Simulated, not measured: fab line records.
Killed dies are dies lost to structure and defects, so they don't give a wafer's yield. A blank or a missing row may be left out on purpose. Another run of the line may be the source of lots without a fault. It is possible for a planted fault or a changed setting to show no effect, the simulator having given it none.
fab line records	flow rit-cmos
record lots=6	wafers=18	last-day=8
route steps=202 shown CONTACT@177 M1@184
lots untouched by any fault: they come from a run of this same line in which no faults occurred
start-h: the number of hours between the record's first day and the start of the first shown wafer of the lot	wait-h: hours from the lot's prior step to this one	" same as the row above	L1.1+2: one row covering several wafers at once	- no value, or no start given	* or withheld: withheld	< > ~ a bound
route shown NAME@n: NAME is a module with steps in the file, n the number in the route of the first one	usual: average and standard deviation across the fault-free wafers	same: alike in all rows	chamber/n: place in a boat	sites: readings site by site	_std_site: how widely they spread, as a standard deviation	_edge_site: inner sites' mean taken away from outer sites' mean	radius-mm: for every site, how far away it sits from the centre of the wafer	mask NAME#n: copy n	behind: the last tool/chamber to shape the wafer	hold: reason for holding the lot/hours on hold/outcome of the hold	device: the transistor (n, p or np) that didn't switch	end of line: tests run on the same wafers once the route is complete	a step without rows: its recipe alone	killed: count of dies lost to structure and defects at first sort (not the wafer's yield)	map: per-die view of a wafer (x killed, . not killed, _ where there is no die)
set.NAME: setting as actually run; set.NAME@STEP: the setting as run at that earlier step	model.NAME: the simulator's own value behind a step, which no gauge read
lots at some steps of the route; a table a step, a row a wafer
services: when a tool's chamber went out of use (start-h, in hours from the record's first day, below 0 if earlier), for how many hours, and the reason
## steps
# step RIT_CONTACT_OVL_MEAS_09
# usual CONTACT_OVL=0.1/1.4
lot.wafer	tool	chamber	start-h	wait-h	CONTACT_OVL[nm]
L265.2	overlay-02	-	129.30	0.1	1.6
L265.3	"	-	"	"	-0.1
L265.4	"	-	"	"	-0.6
L266.3	overlay-01	-	135.86	0.1	-1.1
L266.4	"	-	"	"	-0.7
L266.6	"	-	"	"	0.3
L268.1	overlay-01	-	140.32	0.1	-1.6
L268.2	"	-	"	"	0.0
L268.5	"	-	"	"	-0.1
L270.3	overlay-01	-	152.42	0.1	-0.4
L270.5	"	-	"	"	-1.1
L270.6	"	-	"	"	-1.8
L269.2	overlay-01	-	154.44	0.1	1.1
L269.4	"	-	"	"	-0.4
L269.6	"	-	"	"	0.4
L274.3	overlay-01	-	181.64	0.1	0.9
L274.4	"	-	"	"	0.5
L274.5	"	-	"	"	-1.3
# step RIT_CONTACT_HARDBAKE_10
# recipe resist=NOVOLAK	temp-c=140	time-s=60
# step RIT_CONTACT_ETCH_11
# recipe target-depth-a=4800	over-etch-frac=0.2	stop-on=TiSi2	chemistry=CHF3/CF4/Ar	target=SiO2	CHF3_flow_sccm=50	cf4-flow-sccm=10	Ar_flow_sccm=100	O2_flow_sccm=5	pressure-mtorr=100	rf-w=200	time-s=320
# usual drypump-motor-current-A=5.5/0.35	oes-product-au=0.990/0.013	throttle-valve-pct=8.85/0.086
lot.wafer	tool	chamber	start-h	wait-h	drypump-motor-current-A	oes-product-au	rf-hours-counter-h	throttle-valve-pct
L265.2	rie-diel-04	0	129.48	0.1	5.5	0.992	113	8.91
L265.3	"	2	"	"	5.2	0.994	115	8.91
L265.4	"	1	"	"	5.7	0.997	-	8.80
L266.3	rie-diel-01	1	136.03	0.1	5.2	0.988	25	8.80
L266.4	"	2	"	"	5.6	0.992	1	8.95
L266.6	"	2	"	"	5.6	0.995	-	8.95
L268.1	rie-diel-01	2	140.50	0.1	5.5	0.991	1	8.93
L268.2	"	0	"	"	5.4	0.998	127	8.76
L268.5	"	2	"	"	5.6	1.002	-	8.94
L270.3	rie-diel-04	3	152.59	0.1	5.9	0.984	142	8.92
L270.5	"	3	"	"	5.9	0.984	-	8.92
L270.6	"	1	"	"	5.7	1.006	-	8.81
L269.2	rie-diel-03	2	154.72	0.1	6.0	0.991	111	8.67
L269.4	"	0	"	"	4.8	0.966	116	8.81
L269.6	"	3	"	"	5.5	0.987	-	8.97
L274.3	rie-diel-03	1	181.88	0.1	5.7	0.982	1	8.83
L274.4	"	3	"	"	5.5	0.988	1	8.96
L274.5	"	0	"	"	4.8	0.965	-	8.79
# step RIT_CONTACT_STRIP_12
# recipe chemistry=O2	time-s=180	resist=NOVOLAK	platen-temp-c=withheld	power-w=500	pressure-mtorr=4000	o2-flow-sccm=4000
# usual drypump-motor-current-A=6.0/0.33
lot.wafer	tool	chamber	start-h	wait-h	drypump-motor-current-A	rf-hours-counter-h
L265.2	plasma-asher-02	1	129.68	0.1	5.5	48
L265.3	"	1	"	"	5.5	-
L265.4	"	0	"	"	6.2	-
L266.3	plasma-asher-02	1	136.28	0.2	5.5	-
L266.4	"	0	"	"	6.2	-
L266.6	"	1	"	"	5.5	-
L268.1	plasma-asher-01	1	140.70	0.1	6.0	34
L268.2	"	0	"	"	6.5	34
L268.5	"	1	"	"	6.0	-
L270.3	plasma-asher-04	0	152.85	0.2	5.9	-
L270.5	"	0	"	"	5.9	-
L270.6	"	1	"	"	5.8	-
L269.2	plasma-asher-04	1	154.92	0.1	5.8	54
L269.4	"	1	"	"	5.7	-
L269.6	"	1	"	"	5.7	-
L274.3	plasma-asher-04	0	182.13	0.2	5.9	-
L274.4	"	1	"	"	5.7	-
L274.5	"	1	"	"	5.7	-
# step RIT_CONTACT_CD_MEAS_90
# recipe target-cd-nm=1000
# usual cd-nm=999.8/1.7
lot.wafer	tool	chamber	start-h	wait-h	cd-nm
L265.2	cd-sem-02	-	129.87	0.1	1002.5
L265.3	"	-	"	"	999.0
L265.4	"	-	"	"	1000.2
L266.3	cd-sem-01	-	136.44	0.1	999.0
L266.4	"	-	"	"	1001.3
L266.6	"	-	"	"	1001.7
L268.1	cd-sem-02	-	140.87	0.1	997.2
L268.2	"	-	"	"	998.2
L268.5	"	-	"	"	994.8
L270.3	cd-sem-02	-	153.00	0.1	997.4
L270.5	"	-	"	"	999.3
L270.6	"	-	"	"	997.2
L269.2	cd-sem-01	-	155.11	0.1	1002.0
L269.4	"	-	"	"	1000.9
L269.6	"	-	"	"	1001.0
L274.3	cd-sem-02	-	182.29	0.1	999.6
L274.4	"	-	"	"	1001.2
L274.5	"	-	"	"	998.7
# step RIT_CONTACT_CLEAN_13
# recipe chemistry=SC1	mix=3:3:50	time-s=600	temp-c=75
# step RIT_CONTACT_CLEAN_14
# recipe chemistry=SC2	mix=3:3:50	time-s=600	temp-c=75	dry=n2-spin
# step RIT_M1_SPUTTER_00
# recipe material=Al	target-thk-nm=400	power-w=2000	chamber-pressure-pa=0.4	gas=Ar	time-s=500	substrate-temp-c=25
# usual throttle-valve-pct=30.2/1.1
lot.wafer	tool	chamber	start-h	wait-h	throttle-valve-pct
L265.2	pvd-sputter-04	-	130.32	0.0	32.0
L265.3	"	-	"	"	29.0
L265.4	"	-	"	"	29.8
L266.3	pvd-sputter-01	-	136.87	0.0	30.3
L266.4	"	-	"	"	31.3
L266.6	"	-	"	"	31.2
L268.1	pvd-sputter-01	-	141.34	0.0	30.9
L268.2	"	-	"	"	30.0
L268.5	"	-	"	"	31.1
L270.3	pvd-sputter-03	-	153.45	0.0	28.6
L270.5	"	-	"	"	30.5
L270.6	"	-	"	"	28.1
L269.2	pvd-sputter-01	-	155.60	0.0	30.5
L269.4	"	-	"	"	30.1
L269.6	"	-	"	"	29.9
L274.3	pvd-sputter-03	-	182.72	0.0	30.4
L274.4	"	-	"	"	28.3
L274.5	"	-	"	"	28.1
# step RIT_M1_RS_MEAS_01
# recipe thk-meas-gauge=four-point-probe	reads=Al_of_M1_SPUTTER_00
# usual M1_AL_RS=0.0731/0.00068
lot.wafer	tool	chamber	start-h	wait-h	M1_AL_RS[ohm/sq]
L265.2	film-metro-01	-	130.64	0.2	0.0728
L265.3	"	-	"	"	0.0734
L265.4	"	-	"	"	0.0725
L266.3	film-metro-01	-	137.21	0.2	0.0728
L266.4	"	-	"	"	0.0728
L266.6	"	-	"	"	0.0731
L268.1	film-metro-02	-	141.64	0.1	0.0730
L268.2	"	-	"	"	0.0730
L268.5	"	-	"	"	0.0730
L270.3	film-metro-01	-	153.78	0.2	0.0731
L270.5	"	-	"	"	0.0733
L270.6	"	-	"	"	0.0730
L269.2	film-metro-01	-	155.91	0.2	0.0730
L269.4	"	-	"	"	0.0724
L269.6	"	-	"	"	0.0724
L274.3	film-metro-01	-	183.05	0.2	0.0731
L274.4	"	-	"	"	0.0727
L274.5	"	-	"	"	0.0731
# step RIT_M1_THK_MEAS_02
# recipe thk-meas-gauge=xrf	reads=Al_of_M1_SPUTTER_00
# usual M1_AL_THK=410/4.5
lot.wafer	tool	chamber	start-h	wait-h	M1_AL_THK[nm]
L265.2	film-metro-01	-	130.75	0.1	412
L265.3	"	-	"	"	409
L265.4	"	-	"	"	412
L266.3	film-metro-01	-	137.31	0.1	413
L266.4	"	-	"	"	413
L266.6	"	-	"	"	411
L268.1	film-metro-02	-	141.76	0.1	413
L268.2	"	-	"	"	409
L268.5	"	-	"	"	406
L270.3	film-metro-01	-	153.88	0.1	408
L270.5	"	-	"	"	407
L270.6	"	-	"	"	412
L269.2	film-metro-01	-	156.02	0.1	411
L269.4	"	-	"	"	414
L269.6	"	-	"	"	413
L274.3	film-metro-01	-	183.15	0.1	411
L274.4	"	-	"	"	414
L274.5	"	-	"	"	412
# step RIT_M1_HMDS_03
# recipe prime-time-s=60	prime-temp-c=140
# step RIT_M1_COAT_04
# recipe resist=NOVOLAK	spin-rpm=2000	resist-thk-nm=1300
# step RIT_M1_SOFTBAKE_05
# recipe resist=NOVOLAK	temp-c=90	time-s=60
# usual heater-power-total-W=34.56/0.048	run-length-s=89.14/0.29
lot.wafer	tool	chamber	start-h	wait-h	heater-power-total-W	run-length-s
L265.2	litho-track-04	0	131.12	0.1	34.58	89.26
L265.3	"	0	"	"	34.53	89.56
L265.4	"	0	"	"	34.51	89.56
L266.3	litho-track-03	0	137.70	0.1	34.54	88.81
L266.4	"	0	"	"	34.58	88.72
L266.6	"	0	"	"	34.63	89.05
L268.1	litho-track-03	0	142.12	0.1	38.17	71.59
L268.2	"	0	"	"	38.08	71.85
L268.5	"	0	"	"	37.94	71.82
L270.3	litho-track-03	0	154.47	0.1	38.07	71.76
L270.5	"	0	"	"	38.13	71.62
L270.6	"	0	"	"	38.04	71.79
L269.2	litho-track-02	0	156.40	0.1	34.57	89.27
L269.4	"	0	"	"	34.51	89.49
L269.6	"	0	"	"	34.58	89.35
L274.3	litho-track-04	0	183.59	0.1	34.58	89.47
L274.4	"	0	"	"	34.64	89.38
L274.5	"	0	"	"	34.50	89.26
# step RIT_M1_EXPOSE_06
# recipe mask-id=M12	na=0.6	source-shape=conventional	sigma-outer=0.5	target-cd-nm=2600	dose-mj=250
# step RIT_M1_PEB_07
# recipe resist=NOVOLAK	temp-c=withheld	time-s=withheld
# step RIT_M1_DEVELOP_08
# recipe resist=NOVOLAK	develop-time-s=68	dev-temp-c=23
lot.wafer	tool	chamber	start-h	wait-h	model.NOVOLAK_of_M1_COAT_04.thk-nm
L265.2	litho-track-02	0	-	-	1292
L265.3	"	0	"	"	1298
L265.4	"	0	"	"	1297
L266.3+6	litho-track-04	0	-	-	1303
L266.4	"	0	"	"	1310
L268.1	litho-track-03	0	-	-	1317
L268.2	"	0	"	"	1314
L268.5	"	0	"	"	1315
L270.3+6	litho-track-04	0	-	-	1309
L270.5	"	0	"	"	1310
L269.2+4	litho-track-04	0	-	-	1298
L269.6	"	0	"	"	1296
L274.3+4	litho-track-03	0	-	-	1302
L274.5	"	0	"	"	1304
# step RIT_M1_CD_MEAS_09
# recipe target-cd-nm=2600
# usual cd-nm=2600.1/2.5
lot.wafer	tool	chamber	start-h	wait-h	cd-nm
L265.2	cd-sem-01	-	131.82	-	2598.2
L265.3	"	-	"	"	2600.8
L265.4	"	-	"	"	2600.4
L266.3	cd-sem-01	-	138.27	-	2599.0
L266.4	"	-	"	"	2602.1
L266.6	"	-	"	"	2598.5
L268.1	cd-sem-01	-	142.82	-	2602.8
L268.2	"	-	"	"	2601.7
L268.5	"	-	"	"	2601.2
L270.3	cd-sem-02	-	155.17	-	2599.9
L270.5	"	-	"	"	2600.7
L270.6	"	-	"	"	2602.3
L269.2	cd-sem-01	-	156.97	-	2595.9
L269.4	"	-	"	"	2597.4
L269.6	"	-	"	"	2597.9
L274.3	cd-sem-02	-	184.44	-	2601.0
L274.4	"	-	"	"	2601.7
L274.5	"	-	"	"	2600.2
# step RIT_M1_PROBE_99
# usual defect-limited-yield=97.5/1	killed-at-front-end=6.6/2.7	killed-dies=6.7/2.7	killed-open=3.3/1.9	killed-short=3.4/1.9	sort_bin_3_pad_short=0.1/0.24	sort_bin_5_function=1.5/0.78	sort_bin_6_memory=0.9/0.69	sort-n-pass=257.3/2.7	sort-yield-pct=97.5/1
# same gross-dies=264	killed_at_M0_to_M3=0	killed_at_M4_up=0	killed-at-back-side=0	killed-at-contacts=0	killed-at-other=0
lot.wafer	tool	chamber	start-h	wait-h	defect-limited-yield[%]	killed-at-front-end	killed-dies	killed-open	killed-short	sort_bin_3_pad_short[%]	sort_bin_5_function[%]	sort_bin_6_memory[%]	sort-n-pass	sort-yield-pct[%]
L265.2	prober-01	-	134.51	0.1	96.6	9	9	1	8	0	2.7	0.8	255.0	96.6
L265.3	prober-01	-	134.56	0.2	98.9	3	3	2	1	0	1.1	0	261.0	98.9
L265.4	prober-01	-	134.61	0.2	98.9	3	3	2	1	0	1.1	0	261.0	98.9
L266.3	prober-02	-	144.20	0.2	95.8	11	11	5	6	0	3.0	1.1	253.0	95.8
L266.4	prober-02	-	144.25	0.2	95.5	12	12	8	4	1.1	1.5	1.9	252.0	95.5
L266.6	prober-02	-	144.35	0.2	97.0	8	8	4	4	0.4	1.9	0.8	256.0	97.0
L268.1	prober-01	-	148.20	0.1	98.1	5	5	2	3	0	1.5	0.4	259.0	98.1
L268.2	prober-01	-	148.25	0.1	97.0	8	8	1	7	0	1.5	1.5	256.0	97.0
L268.5	prober-01	-	148.40	0.2	97.3	7	7	3	4	0	1.9	0.8	257.0	97.3
L270.3	prober-02	-	159.15	0.2	98.9	3	3	0	3	0	0.8	0.4	261.0	98.9
L270.5	prober-02	-	159.25	0.2	98.5	4	4	3	1	0	1.1	0.4	260.0	98.5
L270.6	prober-02	-	159.30	0.2	98.9	3	3	3	0	0	0.8	0.4	261.0	98.9
L269.2	prober-01	-	161.67	0.1	97.0	8	8	3	5	0	1.9	1.1	256.0	97.0
L269.4	prober-01	-	161.77	0.2	97.3	7	7	1	6	0.4	1.9	0.4	257.0	97.3
L269.6	prober-01	-	161.87	0.2	97.0	8	8	5	3	0.4	1.9	0.8	256.0	97.0
L274.3	prober-02	-	187.69	0.2	97.7	6	6	3	3	0	1.5	0.8	258.0	97.7
L274.4	prober-02	-	187.74	0.2	98.1	5	5	2	3	0	1.5	0.4	259.0	98.1
L274.5	prober-02	-	187.79	0.2	97.7	6	6	1	5	0	1.1	1.1	258.0	97.7
# killed by level:class
L265.2 GATE:geometric-particle:short=3 FOX1:geometric-particle:short=2 SILICIDE:geometric-particle:short=2 REOX:geometric-particle:open=1 SPACER:geometric-particle:short=1
L265.3 FOX1:geometric-particle:open=1 FOX1:geometric-particle:short=1 SPACER:geometric-particle:open=1
L265.4 SILICIDE:geometric-particle:open=2 GATE:geometric-particle:short=1
L266.3 GATE:geometric-particle:open=4 FOX1:geometric-particle:short=1 FOX2:geometric-particle:short=1 GATE:geometric-particle:short=1 REOX:geometric-particle:open=1 REOX:geometric-particle:short=1 SPACER:geometric-particle:short=1 SILICIDE:geometric-particle:short=1
L266.4 SPACER:geometric-particle:open=4 FOX1:geometric-particle:open=2 GATE:geometric-particle:short=2 FOX1:geometric-particle:short=1 GATE:geometric-particle:open=1 REOX:geometric-particle:open=1 SPACER:geometric-particle:short=1
L266.6 GATE:geometric-particle:short=3 GATE:geometric-particle:open=2 FOX1:geometric-particle:open=1 REOX:geometric-particle:short=1 REOX:geometric-particle:open=1
L268.1 GATE:geometric-particle:short=2 FOX1:geometric-particle:open=1 GATE:geometric-particle:open=1 REOX:geometric-particle:short=1
L268.2 FOX1:geometric-particle:short=2 REOX:geometric-particle:short=2 FOX2:geometric-particle:short=1 GATE:geometric-particle:open=1 SPACER:geometric-particle:short=1 SILICIDE:geometric-particle:short=1
L268.5 FOX1:geometric-particle:open=2 GATE:geometric-particle:short=2 FOX1:geometric-particle:short=1 FOX2:geometric-particle:short=1 FOX2:geometric-particle:open=1
L270.3 ACTIVE:geometric-particle:short=1 FOX1:geometric-particle:short=1 GATE:geometric-particle:short=1
L270.5 REOX:geometric-particle:open=2 FOX1:geometric-particle:open=1 SILICIDE:geometric-particle:short=1
L270.6 FOX1:geometric-particle:open=1 GATE:geometric-particle:open=1 REOX:geometric-particle:open=1
L269.2 GATE:geometric-particle:open=2 SILICIDE:geometric-particle:short=2 FOX1:geometric-particle:short=1 GATE:geometric-particle:short=1 SPACER:geometric-particle:short=1 SILICIDE:geometric-particle:open=1
L269.4 SILICIDE:geometric-particle:short=3 FOX1:geometric-particle:short=1 GATE:geometric-particle:short=1 REOX:geometric-particle:open=1 SPACER:geometric-particle:short=1
L269.6 FOX1:geometric-particle:open=2 REOX:geometric-particle:open=2 GATE:geometric-particle:open=1 GATE:geometric-particle:short=1 SPACER:geometric-particle:short=1 SILICIDE:geometric-particle:short=1
L274.3 GATE:geometric-particle:open=2 FOX1:geometric-particle:short=1 FOX2:geometric-particle:short=1 GATE:geometric-particle:short=1 SPACER:geometric-particle:open=1
L274.4 FOX2:geometric-particle:open=2 GATE:geometric-particle:short=2 FOX2:geometric-particle:short=1
L274.5 SPACER:geometric-particle:short=3 GATE:geometric-particle:short=2 SPACER:geometric-particle:open=1
## services
tool	chamber	start-h	hours	kind
rie-diel-03	3	109.55	-	clean
rie-diel-03	3	109.55	20.2	scheduled-down
rie-diel-03	3	109.55	20.2	vent-cycle
rie-diel-03	-	111.51	1.0	repair
rie-diel-04	3	127.92	6.3	repair
rie-diel-01	2	132.48	1.5	repair
rie-diel-04	0	133.90	50.4	repair
rie-diel-01	3	136.69	4.3	repair
pvd-sputter-03	-	147.15	1.3	repair
plasma-asher-01	-	175.77	4.3	repair
## key
first-sign step=RIT_M1_SOFTBAKE_05	reading=heater-power-total-W	direction=up	sigmas=74	usual=34.56	struck=38.07
effect step=RIT_M1_SOFTBAKE_05	reading=run-length-s	direction=down	sigmas=60	usual=*	struck=*
model-effect step=RIT_M1_DEVELOP_08	value=NOVOLAK_of_M1_COAT_04.thk-nm	without=1303	struck=1312
met-at RIT_M1_SOFTBAKE_05
struck-wafers L268.1,L268.2,L268.5,L270.3,L270.5,L270.6
onset-between 137.70 142.12
fault kind=process-parameter-drift	tool=litho-track-03	chamber=-	onset-h=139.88	steps=RIT_M1_SOFTBAKE_05	channel=time-s	offset=*	shape=step	end-h=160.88	acts-in=*	stated=*
